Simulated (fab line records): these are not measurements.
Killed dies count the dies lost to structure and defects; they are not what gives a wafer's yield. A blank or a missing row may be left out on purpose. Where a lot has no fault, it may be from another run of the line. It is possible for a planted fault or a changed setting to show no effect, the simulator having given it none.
fab line records | flow ritCmos
[record] lots = 6 | wafers = 18 | lastDay = 7
route steps=202 shown PSD@144 SDANNEAL@153 NSD@158 PLDD@159 NLDD@160 SILICIDE@161 M1@202
lots that met no fault: from a run of the same line without faults
startH: start of the lot's first displayed wafer, in hours after the record's first day | waitH: time in hours since the lot's previous step | " identical to the entry in the row above | L1.1+2: a row that stands for several wafers | - either no value or no given start | * or withheld: withheld | < > ~ a bound
route shown NAME@n: a module of which the file shows steps, and the number in the route of the first | usual: average and standard deviation across the fault-free wafers | same: alike in all rows | chamber/n: place in a boat | sites: readings site by site | _std_site: their standard deviation | _edge_site: outer sites' mean less inner sites' | radiusMm: for every site, how far away it sits from the centre of the wafer | mask NAME#n: copy n | behind: the last tool/chamber to shape the wafer | hold: reason for holding the lot/hours on hold/outcome of the hold | device: names the non-switching transistor (n, p or np) | end of line: the same wafers' tests at the end of the route | a step with no rows: only its recipe | killed: at the first sort, the dies lost to defects and structure; wafer yield is something else | map: per-die view of a wafer (x killed, . not killed, _ where there is no die)
set.NAME: the run value of the setting; set.NAME@STEP: its run value at that earlier step | model.NAME: the simulator's own value behind a step, which no gauge read
a table for each step, a row for each wafer; lots at some steps of the route
services: from which hour (startH, from the record's first day; less than 0 if before it) a tool's chamber was out of use, for how many hours, and why
[[steps]]
[step RIT_PSD_SOFTBAKE_02]
[recipe] resist = NOVOLAK | tempC = 90 | timeS = 60
[step RIT_PSD_EXPOSE_03]
[recipe] maskId = M10 | na = 0.57 | targetCdNm = 40900 | doseMj = 250
[step RIT_PSD_PEB_04]
[recipe] resist = NOVOLAK | tempC = withheld | timeS = withheld
[step RIT_PSD_DEVELOP_05]
[recipe] resist = NOVOLAK | developTimeS = 50 | devTempC = 23
[step RIT_PSD_OVL_MEAS_06]
[usual] PSD_OVL = 0.1/1.3
lot.wafer | tool       | chamber | startH | waitH | PSD_OVL[nm]
L861.2    | overlay-01 | -       | 72.59  | -     | -0.7
L861.3    | "          | -       | "      | "     | -1.7
L861.6    | "          | -       | "      | "     | -1.6
L862.1    | overlay-02 | -       | 75.87  | -     | -1.6
L862.4    | "          | -       | "      | "     | -1.0
L862.6    | "          | -       | "      | "     | -1.4
L869.1    | overlay-02 | -       | 106.37 | -     | 0.8
L869.2    | "          | -       | "      | "     | 1.7
L869.6    | "          | -       | "      | "     | 0.7
L871.2    | overlay-01 | -       | 114.92 | -     | 2.3
L871.5    | "          | -       | "      | "     | 2.5
L871.6    | "          | -       | "      | "     | 2.9
L874.2    | overlay-02 | -       | 132.66 | -     | 0.6
L874.3    | "          | -       | "      | "     | 1.2
L874.6    | "          | -       | "      | "     | 0.3
L878.4    | overlay-02 | -       | 152.74 | -     | -0.2
L878.5    | "          | -       | "      | "     | -1.4
L878.6    | "          | -       | "      | "     | -1.3
[step RIT_PSD_HARDBAKE_07]
[recipe] resist = NOVOLAK | tempC = 140 | timeS = 60
[step RIT_PSD_IMPLANT_08]
[recipe] species = BF2 | energyKev = 27 | doseCm2 = 5e+15 | tiltDeg = 7
[step RIT_PSD_STRIP_09]
[recipe] chemistry = O2 | timeS = 180 | resist = NOVOLAK | platenTempC = withheld | powerW = 500 | pressureMtorr = 4000 | o2FlowSccm = 4000
[usual] drypumpMotorCurrentA = 5.5/0.3
lot.wafer | tool           | chamber | startH | waitH | drypumpMotorCurrentA | rfHoursCounterH
L861.2    | plasmaAsher-04 | 1       | 73.19  | 0.1   | 5.0                  | 44
L861.3    | "              | 0       | "      | "     | 6.0                  | -
L861.6    | "              | 1       | "      | "     | 5.0                  | -
L862.1    | plasmaAsher-02 | 1       | 76.26  | 0.1   | 5.3                  | 41
L862.4    | "              | 0       | "      | "     | 6.1                  | -
L862.6    | "              | 1       | "      | "     | 5.3                  | -
L869.1    | plasmaAsher-02 | 0       | 106.71 | 0.1   | 6.1                  | 44
L869.2    | "              | 1       | "      | "     | 5.3                  | 44
L869.6    | "              | 1       | "      | "     | 5.2                  | -
L871.2    | plasmaAsher-01 | 0       | 115.25 | 0.1   | 5.4                  | 31
L871.5    | "              | 0       | "      | "     | 5.4                  | -
L871.6    | "              | 1       | "      | "     | 5.6                  | -
L874.2    | plasmaAsher-02 | 1       | 132.99 | 0.1   | 5.2                  | 47
L874.3    | "              | 1       | "      | "     | 5.3                  | -
L874.6    | "              | 1       | "      | "     | 5.3                  | -
L878.4    | plasmaAsher-01 | 0       | 153.12 | 0.1   | 5.4                  | -
L878.5    | "              | 1       | "      | "     | 5.6                  | -
L878.6    | "              | 0       | "      | "     | 5.4                  | -
[step RIT_PSD_TW_MEAS_10]
[usual] PSD_TW = 3428/27
lot.wafer | tool         | chamber | startH | waitH | PSD_TW
L861.2    | filmMetro-02 | -       | 73.38  | 0.1   | 3444
L861.3    | "            | -       | "      | "     | 3466
L861.6    | "            | -       | "      | "     | 3448
L862.1    | filmMetro-02 | -       | 76.44  | 0.1   | 3440
L862.4    | "            | -       | "      | "     | 3448
L862.6    | "            | -       | "      | "     | 3444
L869.1    | filmMetro-01 | -       | 106.88 | 0.1   | 3444
L869.2    | "            | -       | "      | "     | 3445
L869.6    | "            | -       | "      | "     | 3429
L871.2    | filmMetro-04 | -       | 115.44 | 0.1   | 3378
L871.5    | "            | -       | "      | "     | 3373
L871.6    | "            | -       | "      | "     | 3383
L874.2    | filmMetro-02 | -       | 133.17 | 0.1   | 3425
L874.3    | "            | -       | "      | "     | 3421
L874.6    | "            | -       | "      | "     | 3416
L878.4    | filmMetro-01 | -       | 153.26 | 0.1   | 3438
L878.5    | "            | -       | "      | "     | 3449
L878.6    | "            | -       | "      | "     | 3462
[step RIT_SDANNEAL_CLEAN_00]
[recipe] chemistry = SC1 | mix = 3:3:50 | timeS = 600 | tempC = 75
[step RIT_SDANNEAL_CLEAN_01]
[recipe] chemistry = dHF | dilution = 50:1 | timeS = 30
[step RIT_SDANNEAL_CLEAN_02]
[recipe] chemistry = SC2 | mix = 3:3:50 | timeS = 600 | tempC = 75 | dry = n2Spin
[step RIT_SDANNEAL_RTA_03]
[recipe] tempC = 1050 | timeS = 5 | idleTempC = 600 | rampUpCPerS = 342 | rampDownCPerS = 171 | coolToC = 600 | ambient = N2
[usual] rampDownCPerS = 171.00/0.031 | wafer_temp_C_max = 1053.4/1.1
lot.wafer | tool         | chamber | startH | waitH | rampDownCPerS | wafer_temp_C_max
L861.2    | rtpAnneal-01 | 0       | 73.80  | 0.0   | 171.01        | 1053.1
L861.3    | "            | 0       | "      | "     | 171.05        | 1053.2
L861.6    | "            | 0       | "      | "     | 170.99        | 1053.1
L862.1    | rtpAnneal-02 | 0       | 76.89  | 0.0   | 170.98        | 1052.8
L862.4    | "            | 0       | "      | "     | 171.06        | 1053.3
L862.6    | "            | 0       | "      | "     | 170.99        | 1053.3
L869.1    | rtpAnneal-01 | 0       | 107.31 | 0.0   | 170.99        | 1053.9
L869.2    | "            | 0       | "      | "     | 171.02        | 1054.0
L869.6    | "            | 0       | "      | "     | 171.01        | 1052.3
L871.2    | rtpAnneal-01 | 0       | 115.87 | 0.0   | 171.04        | 1052.6
L871.5    | "            | 0       | "      | "     | 171.06        | 1053.2
L871.6    | "            | 0       | "      | "     | 170.96        | 1054.0
L874.2    | rtpAnneal-02 | 0       | 133.60 | 0.0   | 170.94        | 1052.2
L874.3    | "            | 0       | "      | "     | 171.04        | 1052.6
L874.6    | "            | 0       | "      | "     | 171.01        | 1052.7
L878.4    | rtpAnneal-02 | 0       | 153.70 | 0.0   | 170.98        | 1053.4
L878.5    | "            | 0       | "      | "     | 171.00        | 1054.5
L878.6    | "            | 0       | "      | "     | 171.02        | 1053.4
[step RIT_SDANNEAL_RS_MEAS_04]
[recipe] thkMeasGauge = four-point-probe
[usual] PSD_RS = 115.70/0.27
lot.wafer | tool         | chamber | startH | waitH | PSD_RS[ohm/sq]
L861.2    | filmMetro-01 | -       | 73.87  | 0.1   | 116.17
L861.3    | "            | -       | "      | "     | 116.06
L861.6    | "            | -       | "      | "     | 115.78
L862.1    | filmMetro-04 | -       | 76.95  | 0.0   | 115.20
L862.4    | "            | -       | "      | "     | 115.31
L862.6    | "            | -       | "      | "     | 115.26
L869.1    | filmMetro-02 | -       | 107.37 | -     | 72.67
L869.2    | "            | -       | "      | "     | 72.36
L869.6    | "            | -       | "      | "     | 72.92
L871.2    | filmMetro-02 | -       | 115.93 | -     | 72.60
L871.5    | "            | -       | "      | "     | 72.66
L871.6    | "            | -       | "      | "     | 73.03
L874.2    | filmMetro-01 | -       | 133.67 | 0.1   | 115.75
L874.3    | "            | -       | "      | "     | 115.67
L874.6    | "            | -       | "      | "     | 115.77
L878.4    | filmMetro-02 | -       | 153.78 | 0.1   | 115.76
L878.5    | "            | -       | "      | "     | 116.10
L878.6    | "            | -       | "      | "     | 115.62
[step RIT_SDANNEAL_RS_MEAS_05]
[recipe] thkMeasGauge = four-point-probe
[usual] NSD_RS = 84.4/0.31
lot.wafer | tool         | chamber | startH | waitH | NSD_RS[ohm/sq]
L861.2    | filmMetro-01 | -       | 73.99  | 0.1   | 84.2
L861.3    | "            | -       | "      | "     | 84.7
L861.6    | "            | -       | "      | "     | 84.6
L862.1    | filmMetro-04 | -       | 77.07  | 0.1   | 84.1
L862.4    | "            | -       | "      | "     | 84.4
L862.6    | "            | -       | "      | "     | 84.7
L869.1    | filmMetro-02 | -       | 107.49 | 0.1   | 77.5
L869.2    | "            | -       | "      | "     | 77.5
L869.6    | "            | -       | "      | "     | 77.6
L871.2    | filmMetro-02 | -       | 116.05 | 0.1   | 76.6
L871.5    | "            | -       | "      | "     | 76.7
L871.6    | "            | -       | "      | "     | 76.6
L874.2    | filmMetro-01 | -       | 133.79 | 0.1   | 84.6
L874.3    | "            | -       | "      | "     | 84.9
L874.6    | "            | -       | "      | "     | 84.6
L878.4    | filmMetro-02 | -       | 153.90 | 0.1   | 84.6
L878.5    | "            | -       | "      | "     | 84.9
L878.6    | "            | -       | "      | "     | 84.3
[step RIT_SDANNEAL_RS_MEAS_06]
[recipe] thkMeasGauge = four-point-probe
[usual] PLDD_RS = 178.4/0.42
lot.wafer | tool         | chamber | startH | waitH | PLDD_RS[ohm/sq]
L861.2    | filmMetro-01 | -       | 74.11  | 0.1   | 179.5
L861.3    | "            | -       | "      | "     | 179.1
L861.6    | "            | -       | "      | "     | 178.9
L862.1    | filmMetro-04 | -       | 77.19  | 0.1   | 178.6
L862.4    | "            | -       | "      | "     | 178.3
L862.6    | "            | -       | "      | "     | 178.7
L869.1    | filmMetro-02 | -       | 107.61 | 0.1   | 141.6
L869.2    | "            | -       | "      | "     | 141.1
L869.6    | "            | -       | "      | "     | 141.8
L871.2    | filmMetro-02 | -       | 116.17 | 0.1   | 141.2
L871.5    | "            | -       | "      | "     | 140.9
L871.6    | "            | -       | "      | "     | 141.0
L874.2    | filmMetro-01 | -       | 133.91 | 0.1   | 178.1
L874.3    | "            | -       | "      | "     | 178.1
L874.6    | "            | -       | "      | "     | 178.7
L878.4    | filmMetro-02 | -       | 154.02 | 0.1   | 178.0
L878.5    | "            | -       | "      | "     | 178.2
L878.6    | "            | -       | "      | "     | 177.7
[step RIT_SDANNEAL_RS_MEAS_07]
[recipe] thkMeasGauge = four-point-probe
[usual] NLDD_RS = 151.5/0.62
lot.wafer | tool         | chamber | startH | waitH | NLDD_RS[ohm/sq]
L861.2    | filmMetro-01 | -       | 74.23  | 0.1   | 151.2
L861.3    | "            | -       | "      | "     | 151.1
L861.6    | "            | -       | "      | "     | 151.0
L862.1    | filmMetro-04 | -       | 77.31  | 0.1   | 150.6
L862.4    | "            | -       | "      | "     | 150.3
L862.6    | "            | -       | "      | "     | 150.4
L869.1    | filmMetro-02 | -       | 107.73 | 0.1   | 142.9
L869.2    | "            | -       | "      | "     | 143.5
L869.6    | "            | -       | "      | "     | 142.9
L871.2    | filmMetro-02 | -       | 116.29 | 0.1   | 143.0
L871.5    | "            | -       | "      | "     | 142.7
L871.6    | "            | -       | "      | "     | 142.5
L874.2    | filmMetro-01 | -       | 134.03 | 0.1   | 153.2
L874.3    | "            | -       | "      | "     | 153.2
L874.6    | "            | -       | "      | "     | 152.5
L878.4    | filmMetro-02 | -       | 154.14 | 0.1   | 152.5
L878.5    | "            | -       | "      | "     | 152.4
L878.6    | "            | -       | "      | "     | 152.2
[step RIT_SILICIDE_WET_ETCH_00]
[recipe] chemistry = BOE | target = SiO2 | targetDepthNm = 14 | timeS = 15 | dry = n2Spin | dilution = 10:1 | tempC = 21.5
[step RIT_M1_PROBE_99]
[usual] killed_at_M0_to_M3 = 0.0/0.14 | killedAtContacts = 0.1/0.27 | killedAtFrontEnd = 6.5/2.8 | killedDies = 6.6/2.8 | killedOpen = 3.5/2 | killedShort = 3.2/1.8
[same] grossDies = 264 | killed_at_M4_up = 0 | killedAtBackSide = 0 | killedAtOther = 0
lot.wafer | tool      | chamber | startH | waitH | killed_at_M0_to_M3 | killedAtContacts | killedAtFrontEnd | killedDies | killedOpen | killedShort
L862.1    | prober-02 | -       | 84.71  | 0.1   | 0                  | 0                | 11               | 11         | 3          | 8
L862.4    | prober-02 | -       | 84.86  | 0.2   | 0                  | 0                | 8                | 8          | 2          | 6
L862.6    | prober-02 | -       | 84.96  | 0.2   | 0                  | 0                | 8                | 8          | 2          | 6
L869.1    | prober-02 | -       | 114.96 | 0.1   | 0                  | 0                | 4                | 4          | 4          | 0
L869.2    | prober-02 | -       | 115.01 | 0.1   | 0                  | 0                | 5                | 5          | 2          | 3
L869.6    | prober-02 | -       | 115.21 | 0.2   | 0                  | 0                | 6                | 6          | 3          | 3
L871.2    | prober-02 | -       | 123.32 | 0.1   | 0                  | 0                | 9                | 9          | 5          | 4
L871.5    | prober-02 | -       | 123.47 | 0.2   | 0                  | 0                | 6                | 6          | 3          | 3
L871.6    | prober-02 | -       | 123.52 | 0.2   | 0                  | 0                | 12               | 12         | 6          | 6
L874.2    | prober-02 | -       | 141.28 | 0.1   | 0                  | 0                | 2                | 2          | 0          | 2
L874.3    | prober-02 | -       | 141.33 | 0.2   | 0                  | 0                | 7                | 7          | 5          | 2
L874.6    | prober-02 | -       | 141.48 | 0.2   | 1                  | 0                | 7                | 8          | 6          | 2
// killed by level:class
L862.1 SPACER:geometricParticle:short=3 GATE:geometricParticle:short=2 REOX:geometricParticle:open=2 FOX1:geometricParticle:short=1 FOX2:geometricParticle:short=1 REOX:geometricParticle:short=1 SPACER:geometricParticle:open=1
L862.4 SPACER:geometricParticle:short=3 FOX1:geometricParticle:short=1 FOX1:geometricParticle:open=1 REOX:geometricParticle:short=1 SPACER:geometricParticle:open=1 SILICIDE:geometricParticle:short=1
L862.6 FOX1:geometricParticle:short=2 SILICIDE:geometricParticle:short=2 GATE:geometricParticle:short=1 REOX:geometricParticle:short=1 SPACER:geometricParticle:open=1 SILICIDE:geometricParticle:open=1
L869.1 FOX1:geometricParticle:open=2 SILICIDE:geometricParticle:open=2
L869.2 GATE:geometricParticle:open=1 GATE:geometricParticle:short=1 REOX:geometricParticle:open=1 REOX:geometricParticle:short=1 SPACER:geometricParticle:short=1
L869.6 FOX1:geometricParticle:open=2 GATE:geometricParticle:short=1 REOX:geometricParticle:short=1 SPACER:geometricParticle:short=1 SPACER:geometricParticle:open=1
L871.2 FOX2:geometricParticle:short=3 FOX2:geometricParticle:open=1 GATE:geometricParticle:open=1 REOX:geometricParticle:open=1 REOX:geometricParticle:short=1 SPACER:geometricParticle:open=1 SILICIDE:geometricParticle:open=1
L871.5 SPACER:geometricParticle:open=3 GATE:geometricParticle:short=1 REOX:geometricParticle:short=1 SPACER:geometricParticle:short=1
L871.6 SILICIDE:geometricParticle:open=5 SILICIDE:geometricParticle:short=3 FOX1:geometricParticle:short=1 FOX2:geometricParticle:short=1 GATE:geometricParticle:short=1 SPACER:geometricParticle:open=1
L874.2 FOX1:geometricParticle:short=1 GATE:geometricParticle:short=1
L874.3 GATE:geometricParticle:open=4 FOX1:geometricParticle:short=1 GATE:geometricParticle:short=1 REOX:geometricParticle:open=1
L874.6 GATE:geometricParticle:open=3 FOX2:geometricParticle:open=1 REOX:geometricParticle:open=1 REOX:geometricParticle:short=1 SPACER:geometricParticle:open=1 M1:geometricParticle:short=1
[[services]]
tool           | chamber | startH | hours | kind
plasmaAsher-02 | -       | 105.30 | 1.3   | repair
plasmaAsher-04 | -       | 108.75 | 9.0   | pm
plasmaAsher-04 | 0       | 108.75 | 9.0   | ventCycle
plasmaAsher-04 | 1       | 108.75 | 9.0   | ventCycle
plasmaAsher-04 | 0       | 117.75 | -     | clean
plasmaAsher-04 | 1       | 117.75 | -     | clean
[[key]]
[firstSign] step = RIT_SDANNEAL_RS_MEAS_04 | reading = PSD_RS | direction = down | sigmas = 99+ | usual = 115.70 | struck = 72.71
[effect] step = RIT_SDANNEAL_RS_MEAS_05 | reading = NSD_RS | direction = down | sigmas = 23 | usual = 84.4 | struck = 77.1
[effect] step = RIT_SDANNEAL_RS_MEAS_06 | reading = PLDD_RS | direction = down | sigmas = 88 | usual = 178.4 | struck = 141.3
[effect] step = RIT_SDANNEAL_RS_MEAS_07 | reading = NLDD_RS | direction = down | sigmas = 14 | usual = 151.5 | struck = 142.9
metAt RIT_SDANNEAL_RTA_03
struckWafers L869.1,L869.2,L869.6,L871.2,L871.5,L871.6
testerLeftOut L869,L871
onsetBetween 73.80 107.31
[fault] kind = processParameterDrift | tool = rtpAnneal-01 | chamber = - | onsetH = 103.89 | steps = RIT_SDANNEAL_RTA_03 | channel = timeS | offset = * | shape = step | endH = 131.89 | actsIn = * | stated = *
// testerLeftOut: of these lots the tester's yield and bins aren't shown, on N5 and GAA mostly nor the transistor test; their killed dies are dies lost to structure and defects alone, not to doping, threshold or leakage, so they don't give the yield
